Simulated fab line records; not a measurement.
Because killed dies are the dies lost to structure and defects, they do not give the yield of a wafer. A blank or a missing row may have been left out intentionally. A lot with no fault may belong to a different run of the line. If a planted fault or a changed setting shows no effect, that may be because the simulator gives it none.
Split-lot experiment | flow berkeley-cmos170 | 23 wafers read from 5 lots, route of 331 steps

SPLIT DETAILS
At UCB170_ACTIVE_COAT_08 (resist thk 900 nm), the setting spin-rpm was moved away from the recipe's 1500 rpm on 6 of the 23 wafers read, by +2.8% to +3.5%. For the rest of the wafers, this setting stayed at what the recipe calls for.

The reading comes from the split's own step.

THE READING
KrF_of_ACTIVE_COAT_08.thk-nm (the simulator's own value, which no gauge read), in nm, at UCB170_ACTIVE_COAT_08 (resist thk 900 nm). No usual value for it is given in the file. The 17 wafers here that ran the recipe average 902.5 nm, standard deviation 2.8 nm.

wafer  | tool, chamber at the split | spin-rpm as run, rpm | against the recipe | KrF_of_ACTIVE_COAT_08.thk-nm, nm | against lot-mates on the recipe
L075.2 | litho-track-03, 0          | 1500                 | recipe             | 899.5                            | -
L075.3 | litho-track-03, 0          | 1542                 | +2.8%              | 888.4                            | -11.2
L075.4 | litho-track-03, 0          | 1542                 | +2.8%              | 887.4                            | -12.2
L075.5 | litho-track-03, 0          | 1542                 | +2.8%              | 889.2                            | -10.4
L075.6 | litho-track-03, 0          | 1500                 | recipe             | 899.7                            | -
L076.1 | litho-track-02, 0          | 1500                 | recipe             | 903.8                            | -
L076.2 | litho-track-02, 0          | 1500                 | recipe             | 905.8                            | -
L076.3 | litho-track-02, 0          | 1500                 | recipe             | 903.4                            | -
L076.4 | litho-track-02, 0          | 1500                 | recipe             | 901.2                            | -
L076.5 | litho-track-02, 0          | 1500                 | recipe             | 903.3                            | -
L077.2 | litho-track-02, 0          | 1500                 | recipe             | 895.8                            | -
L077.4 | litho-track-02, 0          | 1500                 | recipe             | 897.6                            | -
L077.6 | litho-track-02, 0          | 1500                 | recipe             | 901.1                            | -
L081.1 | litho-track-04, 0          | 1552                 | +3.5%              | 886.7                            | -17.8
L081.3 | litho-track-04, 0          | 1500                 | recipe             | 904.5                            | -
L081.4 | litho-track-04, 0          | 1500                 | recipe             | 904.5                            | -
L081.5 | litho-track-04, 0          | 1552                 | +3.5%              | 885.9                            | -18.6
L081.6 | litho-track-04, 0          | 1552                 | +3.5%              | 886.6                            | -17.9
L083.2 | litho-track-03, 0          | 1500                 | recipe             | 903.3                            | -
L083.3 | litho-track-03, 0          | 1500                 | recipe             | 904.2                            | -
L083.5 | litho-track-03, 0          | 1500                 | recipe             | 904.2                            | -
L083.4 | litho-track-03, 0          | 1500                 | recipe             | 904.3                            | -
L083.6 | litho-track-03, 0          | 1500                 | recipe             | 906                              | -

THE FIT
A straight line over all 23 wafers: KrF_of_ACTIVE_COAT_08.thk-nm changes by -4.8 nm for each +1% of spin-rpm; r = -0.94; the points scatter about the line by 2.6 nm.
The same after taking each lot's own level away (the mean of its wafers on the recipe; 23 wafers): -4.77 nm for each +1%; r = -0.98; scatter 1.6 nm.
That fit puts the effect of the largest move of spin-rpm on the reading at 17 nm.
Across the lots, their own levels run from 898.17 to 904.50 nm, a range of 2.3 times the standard deviation given above.
Hence the lot-to-lot level has little effect on the slope; both slopes agree.
Check: with one of the wafers moved furthest among these (+3.5%) left out of the fit, the line predicts -16.1 nm for it against its lot-mates. It came out at -17.8 nm against them.

THESE WAFERS: OTHER SPLITS
Before the reading, these wafers also passed through other splits. Each is held against what the fit with the lots' levels taken away leaves over:
other split on the same wafers     | wafers away from the commonest value | r with KrF_of_ACTIVE_COAT_08.thk-nm (lot level and that fit taken away)
UCB170_ZERO_ETCH_06 time-s         | 12                                   | -0.12
UCB170_NWELL_IMPLANT_14 dose-cm2   | 8                                    | +0.00
UCB170_PWELL_CVD_05 pressure-mtorr | 15                                   | -0.25

FILE'S OWN FIT
KrF_of_ACTIVE_COAT_08.thk-nm changes by -4.75 nm for each +1% of spin-rpm, r = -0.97.
